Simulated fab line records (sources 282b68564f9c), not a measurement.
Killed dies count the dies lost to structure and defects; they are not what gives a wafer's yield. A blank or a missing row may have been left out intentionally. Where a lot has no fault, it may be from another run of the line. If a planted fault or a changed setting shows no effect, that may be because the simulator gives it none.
The tool behind it: which one?    flow rit_cmos    45 wafers from 15 lots sampled at 6 of the route's 202 steps

## WHAT THE GAUGES READ, wafer by wafer
RIT_NSD_TW_MEAS_10.
lot   measured     on             NSD_TW
L984  day 3 03:11  film_metro-04  3151 3136 3138
L985  day 3 06:13  film_metro-04  3127 3123 3128
L991  day 4 11:55  film_metro-01  3123 3091 3120
L992  day 4 19:38  film_metro-04  3121 3143 3130
L994  day 5 03:51  film_metro-04  3123 3130 3116
L998  day 5 22:45  film_metro-02  3158 3142 3157
L999  day 6 04:34  film_metro-02  3177 3164 3171
L100  day 6 09:50  film_metro-04  3139 3141 3129
L101  day 6 14:10  film_metro-04  3135 3136 3118
L102  day 6 23:46  film_metro-02  3163 3172 3173
L103  day 7 07:44  film_metro-02  3182 3176 3182
L104  day 7 13:22  film_metro-02  3185 3183 3190
L105  day 7 14:58  film_metro-02  3165 3179 3196
L106  day 7 23:12  film_metro-02  3156 3176 3169
L107  day 8 11:10  film_metro-01  3118 3106 3109

RIT_PSD_TW_MEAS_10.
lot   measured     on             PSD_TW
L984  day 3 04:37  film_metro-02  3460 3467 3466
L985  day 3 07:38  film_metro-01  3398 3401 3404
L991  day 4 13:48  film_metro-04  3147 3132 3123
L992  day 4 21:11  film_metro-04  3120 3124 3117
L994  day 5 05:17  film_metro-01  3113 3129 3118
L998  day 6 00:10  film_metro-04  3437 3439 3436
L999  day 6 06:07  film_metro-02  3468 3466 3450
L100  day 6 11:23  film_metro-01  3458 3456 3451
L101  day 6 15:46  film_metro-01  3451 3425 3428
L102  day 7 01:19  film_metro-04  3436 3418 3420
L103  day 7 09:10  film_metro-01  3404 3406 3398
L104  day 7 14:55  film_metro-01  3403 3418 3405
L105  day 7 16:23  film_metro-02  3464 3463 3466
L106  day 8 00:45  film_metro-01  3387 3384 3396
L107  day 8 12:43  film_metro-01  3415 3405 3427

RIT_SDANNEAL_RS_MEAS_04: the measuring method here is four-point-probe.
lot   measured     on             PSD_RS (ohm/sq)
L984  day 3 05:07  film_metro-04  115.71 115.46 115.77
L985  day 3 08:08  film_metro-02  115.87 115.91 115.67
L991  day 4 14:17  film_metro-04  137.73 137.44 137.72
L992  day 4 21:41  film_metro-04  138.14 137.82 138.46
L994  day 5 05:46  film_metro-02  138.47 138.95 138.75
L998  day 6 00:41  film_metro-04  115.97 115.91 116.30
L999  day 6 06:37  film_metro-04  115.93 116.11 115.94
L100  day 6 11:53  film_metro-02  115.53 115.68 115.90
L101  day 6 16:16  film_metro-02  115.80 115.38 115.43
L102  day 7 01:51  film_metro-01  115.83 115.67 115.95
L103  day 7 09:41  film_metro-01  116.40 115.86 116.26
L104  day 7 15:25  film_metro-04  116.00 116.19 116.13
L105  day 7 16:53  film_metro-01  116.36 116.02 116.33
L106  day 8 01:14  film_metro-02  115.80 115.96 115.95
L107  day 8 13:12  film_metro-04  115.93 115.96 116.39

## WHAT TOOL EACH LOT RAN ON (gives the tool, then ch and the chambers of the sampled wafers, and finally the start)
lot   RIT_SPACER_ETCHBACK_05             RIT_PSD_IMPLANT_08              RIT_SDANNEAL_RTA_03
L984  rie_diel-04 ch 0,1,3, day 3 01:41  implanter-01 ch 0, day 3 04:17  rtp_anneal-02 ch 0, day 3 05:04
L985  rie_diel-03 ch 1,2,3, day 3 04:29  implanter-04 ch 0, day 3 07:19  rtp_anneal-01 ch 0, day 3 08:04
L991  rie_diel-02 ch 1,3, day 4 10:24    implanter-02 ch 0, day 4 13:29  rtp_anneal-01 ch 0, day 4 14:13
L992  rie_diel-04 ch 0,2,3, day 4 18:06  implanter-02 ch 0, day 4 20:53  rtp_anneal-02 ch 0, day 4 21:37
L994  rie_diel-02 ch 2,3, day 5 02:12    implanter-02 ch 0, day 5 04:58  rtp_anneal-02 ch 0, day 5 05:43
L998  rie_diel-02 ch 0,1,3, day 5 21:07  implanter-01 ch 0, day 5 23:51  rtp_anneal-02 ch 0, day 6 00:38
L999  rie_diel-02 ch 0,2,3, day 6 03:02  implanter-04 ch 0, day 6 05:48  rtp_anneal-01 ch 0, day 6 06:32
L100  rie_diel-02 ch 0,3, day 6 08:13    implanter-04 ch 0, day 6 11:04  rtp_anneal-02 ch 0, day 6 11:49
L101  rie_diel-03 ch 1,2, day 6 12:26    implanter-04 ch 0, day 6 15:26  rtp_anneal-01 ch 0, day 6 16:13
L102  rie_diel-02 ch 1,3, day 6 22:15    implanter-04 ch 0, day 7 01:01  rtp_anneal-02 ch 0, day 7 01:47
L103  rie_diel-04 ch 0,2, day 7 05:55    implanter-01 ch 0, day 7 08:51  rtp_anneal-01 ch 0, day 7 09:37
L104  rie_diel-03 ch 1,3, day 7 11:50    implanter-01 ch 0, day 7 14:37  rtp_anneal-02 ch 0, day 7 15:20
L105  rie_diel-02 ch 1,2, day 7 13:24    implanter-01 ch 0, day 7 16:04  rtp_anneal-01 ch 0, day 7 16:49
L106  rie_diel-04 ch 0,3, day 7 21:34    implanter-01 ch 0, day 8 00:25  rtp_anneal-02 ch 0, day 8 01:11
L107  rie_diel-04 ch 0,2,3, day 8 09:32  implanter-01 ch 0, day 8 12:23  rtp_anneal-01 ch 0, day 8 13:09
- RIT_SPACER_ETCHBACK_05: etches Si3N4 in SF6/CHF3, stops on SiO2, target depth 250 nm, time 240 s.
- RIT_PSD_IMPLANT_08
- RIT_SDANNEAL_RTA_03: time 5 s.

## AS READ BY THE TOOLS THEMSELVES (means over the sampled wafers that have a number; for cases with no such wafer, the mark the record gives instead)
RIT_SPACER_ETCHBACK_05.
lot   tool         CHF3_flow_sccm (sccm)  drypump_motor_current_A (A)  oes_product_au (a.u.)  throttle_valve_pct (%)
L984  rie_diel-04  30.11                  5.8                          0.845                  10.17
L985  rie_diel-03  29.99                  5.9                          0.852                  10.12
L991  rie_diel-02  29.97                  5.6                          0.849                  10.28
L992  rie_diel-04  30.01                  6.0                          0.849                  10.26
L994  rie_diel-02  29.88                  5.7                          0.828                  10.26
L998  rie_diel-02  29.96                  5.9                          0.844                  10.25
L999  rie_diel-02  29.96                  6.0                          0.835                  10.24
L100  rie_diel-02  29.95                  6.3                          0.838                  10.22
L101  rie_diel-03  30.05                  6.1                          0.852                  10.03
L102  rie_diel-02  30.02                  5.5                          0.832                  10.29
L103  rie_diel-04  29.88                  5.9                          0.843                  10.30
L104  rie_diel-03  30.01                  6.0                          0.855                  10.09
L105  rie_diel-02  29.98                  5.5                          0.832                  10.28
L106  rie_diel-04  29.94                  6.2                          0.850                  10.22
L107  rie_diel-04  30.05                  6.0                          0.851                  10.25

RIT_PSD_IMPLANT_08.
lot   tool          beam_energy_keV  beam_on_s (s)
L984  implanter-01  26.995           11.3
L985  implanter-04  27.001           10.0
L991  implanter-02  18.891           13.4
L992  implanter-02  18.897           13.4
L994  implanter-02  18.898           13.4
L998  implanter-01  26.990           11.4
L999  implanter-04  26.994           9.9
L100  implanter-04  27.007           10.0
L101  implanter-04  27.000           9.9
L102  implanter-04  27.005           9.8
L103  implanter-01  27.003           11.2
L104  implanter-01  27.002           11.5
L105  implanter-01  27.011           11.3
L106  implanter-01  27.001           11.4
L107  implanter-01  26.994           11.2

RIT_SDANNEAL_RTA_03.
lot   tool           chamber_o2_ppm  ramp_up_c_per_s  wafer_temp_C_max
L984  rtp_anneal-02  2.014           342.01           1053.6
L985  rtp_anneal-01  1.977           341.95           1053.9
L991  rtp_anneal-01  2.006           341.97           1052.5
L992  rtp_anneal-02  2.030           341.94           1054.4
L994  rtp_anneal-02  1.990           342.03           1052.7
L998  rtp_anneal-02  1.998           341.92           1052.4
L999  rtp_anneal-01  2.016           341.91           1054.1
L100  rtp_anneal-02  1.987           342.01           1053.9
L101  rtp_anneal-01  1.982           342.05           1052.9
L102  rtp_anneal-02  1.993           342.07           1053.3
L103  rtp_anneal-01  2.012           341.99           1053.0
L104  rtp_anneal-02  1.994           342.02           1053.7
L105  rtp_anneal-01  1.997           341.99           1053.9
L106  rtp_anneal-02  1.997           342.03           1052.5
L107  rtp_anneal-01  2.050           341.98           1053.0

## THE ANSWER, worked out from the rows above alone
Rule: what is usual is taken from the lots themselves. The widest of any qualifying gaps counts: lots, ordered by their means at a reading, are off when they make up no more than a third of the lots, leave a main group of 4 or more, and stand apart from it by 3 or more times the standard deviation of that group's means. The tables above print the reading to a certain number of digits; a main group whose means all agree to those digits is not used. Also off: a lot with no number at a reading for which 4 or more lots have one. All remaining lots with rows at the step are treated as sound. After the gauges, taken in route order, come the tools' own readings; for these a lot's mean is taken, as printed above. At the first step where some lot is off, the reading lying furthest off is the one used; lots without a number count as furthest.
Off: at RIT_PSD_TW_MEAS_10 (PSD_TW), L991, L992, L994. Main group: mean 3430, sd 26.
A tool fits if, at a process step before that reading, it ran every lot that is off, and no sound lot after the first of them. The gauges at RIT_PSD_TW_MEAS_10 aren't tried: what is off there is off at RIT_PSD_IMPLANT_08 too, on other tools, and a gauge's error can't cause that. One candidate fits, namely implanter-02 at RIT_PSD_IMPLANT_08. It ran no sound lot before its first lot that is off in this sample, so the start can't be narrowed down.
The tool's own readings at RIT_PSD_IMPLANT_08 bear it out: on the lots that are off they differ by more than 5 times the standard deviation of the sound lots' means. beam_energy_keV reads 18.895 there against 27.000 on the sound lots.

## WHAT WAS PUT IN BY THE SIMULATOR
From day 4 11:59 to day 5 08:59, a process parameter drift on implanter-02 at RIT_PSD_IMPLANT_08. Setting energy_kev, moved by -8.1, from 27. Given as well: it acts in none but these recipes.
Struck lots among those shown: L991, L992, L994. The rule above found the same.
